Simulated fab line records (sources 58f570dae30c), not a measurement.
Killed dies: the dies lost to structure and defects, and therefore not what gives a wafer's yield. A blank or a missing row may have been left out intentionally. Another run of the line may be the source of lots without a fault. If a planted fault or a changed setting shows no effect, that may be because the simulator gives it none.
Which tool did it? / flow berkeleyCmos170 / 13 lots, 39 wafers sampled, at 4 steps of a route of 331

WHAT THE GAUGES READ, wafer by wafer
UCB170_CONTACT_CD_MEAS_15 targets a cd of 700 nm. Usual: cdNm reads 700.0 nm (standard deviation 1.4).
lot=L506; measured=day 7 14:04; on=cdSem-01; cdNm (nm)=699.6 700.9 701.7; flag=
lot=L507; measured=day 8 01:24; on=cdSem-02; cdNm (nm)=702.7 701.0 701.0; flag=
lot=L510; measured=day 8 21:07; on=cdSem-01; cdNm (nm)=700.3 702.4 701.3; flag=
lot=L511; measured=day 8 19:15; on=cdSem-01; cdNm (nm)=700.0 700.4 700.5; flag=
lot=L512; measured=day 8 20:43; on=cdSem-01; cdNm (nm)=698.1 696.6 698.0; flag=
lot=L515; measured=day 9 06:36; on=cdSem-02; cdNm (nm)=698.3 698.6 699.0; flag=
lot=L513; measured=day 9 06:52; on=cdSem-02; cdNm (nm)=703.0 702.7 702.1; flag=
lot=L514; measured=day 9 05:07; on=cdSem-02; cdNm (nm)=701.0 703.6 702.1; flag=
lot=L516; measured=day 9 04:48; on=cdSem-01; cdNm (nm)=699.8 699.4 700.2; flag=
lot=L521; measured=day 10 09:32; on=cdSem-01; cdNm (nm)=699.7 700.1 699.8; flag=
lot=L517; measured=day 10 12:41; on=cdSem-01; cdNm (nm)=699.7 698.5 699.1; flag=
lot=L522; measured=day 10 09:49; on=cdSem-02; cdNm (nm)=699.2 698.8 699.1; flag=
lot=L525; measured=day 11 10:47; on=cdSem-01; cdNm (nm)=698.4 698.7 698.7; flag=

EACH LOT AND THE TOOL THAT RAN IT (in order: tool; ch and the chambers of the sampled wafers; start)
lot=L506; UCB170_ACTIVE_CLEAN_17=wetBench-01 ch 3, day 4 12:52; UCB170_BACKSIDE_STRIP_03=plasmaAsher-02 ch 0,1, day 7 08:52; UCB170_SILICIDE_SPUTTER_01=pvdSputter-01, day 7 09:49
lot=L507; UCB170_ACTIVE_CLEAN_17=wetBench-01 ch 2, day 5 05:36; UCB170_BACKSIDE_STRIP_03=plasmaAsher-02 ch 1, day 7 17:56; UCB170_SILICIDE_SPUTTER_01=pvdSputter-04, day 7 19:49
lot=L510; UCB170_ACTIVE_CLEAN_17=wetBench-02 ch 1, day 6 04:23; UCB170_BACKSIDE_STRIP_03=plasmaAsher-04 ch 0,1, day 8 13:48; UCB170_SILICIDE_SPUTTER_01=pvdSputter-04, day 8 14:56
lot=L511; UCB170_ACTIVE_CLEAN_17=wetBench-02 ch 2, day 6 04:23; UCB170_BACKSIDE_STRIP_03=plasmaAsher-04 ch 0,1, day 8 13:09; UCB170_SILICIDE_SPUTTER_01=pvdSputter-03, day 8 14:06
lot=L512; UCB170_ACTIVE_CLEAN_17=wetBench-02 ch 1, day 6 04:23; UCB170_BACKSIDE_STRIP_03=plasmaAsher-02 ch 0,1, day 8 13:36; UCB170_SILICIDE_SPUTTER_01=pvdSputter-01, day 8 14:35
lot=L515; UCB170_ACTIVE_CLEAN_17=wetBench-02 ch 2, day 6 10:15; UCB170_BACKSIDE_STRIP_03=plasmaAsher-03 ch 0,1, day 9 00:10; UCB170_SILICIDE_SPUTTER_01=pvdSputter-03, day 9 01:07
lot=L513; UCB170_ACTIVE_CLEAN_17=wetBench-02 ch 1, day 6 10:38; UCB170_BACKSIDE_STRIP_03=plasmaAsher-04 ch 0,1, day 9 00:20; UCB170_SILICIDE_SPUTTER_01=pvdSputter-04, day 9 01:17
lot=L514; UCB170_ACTIVE_CLEAN_17=wetBench-02 ch 0, day 6 10:38; UCB170_BACKSIDE_STRIP_03=plasmaAsher-02 ch 0,1, day 8 23:59; UCB170_SILICIDE_SPUTTER_01=pvdSputter-04, day 9 00:56
lot=L516; UCB170_ACTIVE_CLEAN_17=wetBench-02 ch 2, day 6 10:38; UCB170_BACKSIDE_STRIP_03=plasmaAsher-04 ch 0,1, day 8 23:49; UCB170_SILICIDE_SPUTTER_01=pvdSputter-03, day 9 00:46
lot=L521; UCB170_ACTIVE_CLEAN_17=wetBench-02 ch 0, day 7 05:40; UCB170_BACKSIDE_STRIP_03=plasmaAsher-03 ch 0,1, day 10 04:26; UCB170_SILICIDE_SPUTTER_01=pvdSputter-03, day 10 05:24
lot=L517; UCB170_ACTIVE_CLEAN_17=wetBench-01 ch 1, day 7 05:54; UCB170_BACKSIDE_STRIP_03=plasmaAsher-04 ch 0,1, day 10 04:56; UCB170_SILICIDE_SPUTTER_01=pvdSputter-01, day 10 06:04
lot=L522; UCB170_ACTIVE_CLEAN_17=wetBench-02 ch 0, day 7 10:19; UCB170_BACKSIDE_STRIP_03=plasmaAsher-02 ch 0,1, day 10 04:29; UCB170_SILICIDE_SPUTTER_01=pvdSputter-01, day 10 05:35
lot=L525; UCB170_ACTIVE_CLEAN_17=wetBench-02 ch 0, day 8 05:35; UCB170_BACKSIDE_STRIP_03=plasmaAsher-03 ch 0,1, day 11 03:58; UCB170_SILICIDE_SPUTTER_01=pvdSputter-01, day 11 04:55
- UCB170_ACTIVE_CLEAN_17: cleans in SPM, time 600 s.
- UCB170_BACKSIDE_STRIP_03: strips in O2.
- UCB170_SILICIDE_SPUTTER_01: material Ti, target thk 30 nm, time 25 s.

WHAT THE TOOLS THEMSELVES READ (means of the sampled wafers that have a number; where no wafer has one, the mark that the record gives instead)
UCB170_ACTIVE_CLEAN_17. Usual: bathGuardTempC reads 120.2 C (standard deviation 0.39).
lot=L506; tool=wetBench-01; bathGuardTempC (C)=119.8; flag=
lot=L507; tool=wetBench-01; bathGuardTempC (C)=120.4; flag=
lot=L510; tool=wetBench-02; bathGuardTempC (C)=120.1; flag=
lot=L511; tool=wetBench-02; bathGuardTempC (C)=120.1; flag=
lot=L512; tool=wetBench-02; bathGuardTempC (C)=119.9; flag=
lot=L515; tool=wetBench-02; bathGuardTempC (C)=120.0; flag=
lot=L513; tool=wetBench-02; bathGuardTempC (C)=120.0; flag=
lot=L514; tool=wetBench-02; bathGuardTempC (C)=120.0; flag=
lot=L516; tool=wetBench-02; bathGuardTempC (C)=119.8; flag=
lot=L521; tool=wetBench-02; bathGuardTempC (C)=119.9; flag=
lot=L517; tool=wetBench-01; bathGuardTempC (C)=120.7; flag=
lot=L522; tool=wetBench-02; bathGuardTempC (C)=119.9; flag=
lot=L525; tool=wetBench-02; bathGuardTempC (C)=120.0; flag=

UCB170_BACKSIDE_STRIP_03. Usual: drypumpMotorCurrentA 6.0 A, standard deviation 0.49; oesProductAu 0.735 a.u., standard deviation 0.0048; stripTimeToEndpointS 21.98 s, standard deviation 0.075.
lot=L506; tool=plasmaAsher-02; drypumpMotorCurrentA (A)=5.8; oesProductAu (a.u.)=0.741; stripTimeToEndpointS (s)=21.92; flag=
lot=L507; tool=plasmaAsher-02; drypumpMotorCurrentA (A)=5.0; oesProductAu (a.u.)=0.732; stripTimeToEndpointS (s)=21.96; flag=
lot=L510; tool=plasmaAsher-04; drypumpMotorCurrentA (A)=6.1; oesProductAu (a.u.)=0.730; stripTimeToEndpointS (s)=21.87; flag=
lot=L511; tool=plasmaAsher-04; drypumpMotorCurrentA (A)=6.1; oesProductAu (a.u.)=0.735; stripTimeToEndpointS (s)=22.08; flag=
lot=L512; tool=plasmaAsher-02; drypumpMotorCurrentA (A)=5.4; oesProductAu (a.u.)=0.736; stripTimeToEndpointS (s)=22.07; flag=
lot=L515; tool=plasmaAsher-03; drypumpMotorCurrentA (A)=6.4; oesProductAu (a.u.)=0.737; stripTimeToEndpointS (s)=21.98; flag=
lot=L513; tool=plasmaAsher-04; drypumpMotorCurrentA (A)=6.1; oesProductAu (a.u.)=0.737; stripTimeToEndpointS (s)=21.93; flag=
lot=L514; tool=plasmaAsher-02; drypumpMotorCurrentA (A)=5.4; oesProductAu (a.u.)=0.732; stripTimeToEndpointS (s)=22.04; flag=
lot=L516; tool=plasmaAsher-04; drypumpMotorCurrentA (A)=6.1; oesProductAu (a.u.)=0.740; stripTimeToEndpointS (s)=21.87; flag=
lot=L521; tool=plasmaAsher-03; drypumpMotorCurrentA (A)=6.2; oesProductAu (a.u.)=0.734; stripTimeToEndpointS (s)=21.92; flag=
lot=L517; tool=plasmaAsher-04; drypumpMotorCurrentA (A)=6.1; oesProductAu (a.u.)=0.742; stripTimeToEndpointS (s)=21.94; flag=
lot=L522; tool=plasmaAsher-02; drypumpMotorCurrentA (A)=5.8; oesProductAu (a.u.)=0.737; stripTimeToEndpointS (s)=22.14; flag=
lot=L525; tool=plasmaAsher-03; drypumpMotorCurrentA (A)=6.2; oesProductAu (a.u.)=0.735; stripTimeToEndpointS (s)=21.93; flag=

UCB170_SILICIDE_SPUTTER_01. Usual: throttleValvePct reads 30.2 % (standard deviation 0.95).
lot=L506; tool=pvdSputter-01; throttleValvePct (%)=28.6; flag=
lot=L507; tool=pvdSputter-04; throttleValvePct (%)=31.0; flag=
lot=L510; tool=pvdSputter-04; throttleValvePct (%)=31.6; flag=
lot=L511; tool=pvdSputter-03; throttleValvePct (%)=30.0; flag=
lot=L512; tool=pvdSputter-01; throttleValvePct (%)=29.1; flag=
lot=L515; tool=pvdSputter-03; throttleValvePct (%)=30.3; flag=
lot=L513; tool=pvdSputter-04; throttleValvePct (%)=31.4; flag=
lot=L514; tool=pvdSputter-04; throttleValvePct (%)=31.4; flag=
lot=L516; tool=pvdSputter-03; throttleValvePct (%)=29.3; flag=
lot=L521; tool=pvdSputter-03; throttleValvePct (%)=30.1; flag=
lot=L517; tool=pvdSputter-01; throttleValvePct (%)=29.3; flag=
lot=L522; tool=pvdSputter-01; throttleValvePct (%)=29.2; flag=
lot=L525; tool=pvdSputter-01; throttleValvePct (%)=29.2; flag=

THE ANSWER, worked out from the rows above alone
Rule: take the mean of a lot's wafers that have a number; if it is more than 3 standard deviations from the usual mean, the lot is off. Also off: a lot with no number at a reading for which 4 or more lots have one. The other lots that the step has rows for count as sound. Order of review: gauges by route order, followed by the tools' own readings, for which a lot's mean as printed above is used. The first step at which some lot is off is used, and at that step the reading that is off furthest; a lot without a number counts as furthest.
None of the lots is off at any reading shown; this tells nothing.

WHAT THE SIMULATOR PUT IN
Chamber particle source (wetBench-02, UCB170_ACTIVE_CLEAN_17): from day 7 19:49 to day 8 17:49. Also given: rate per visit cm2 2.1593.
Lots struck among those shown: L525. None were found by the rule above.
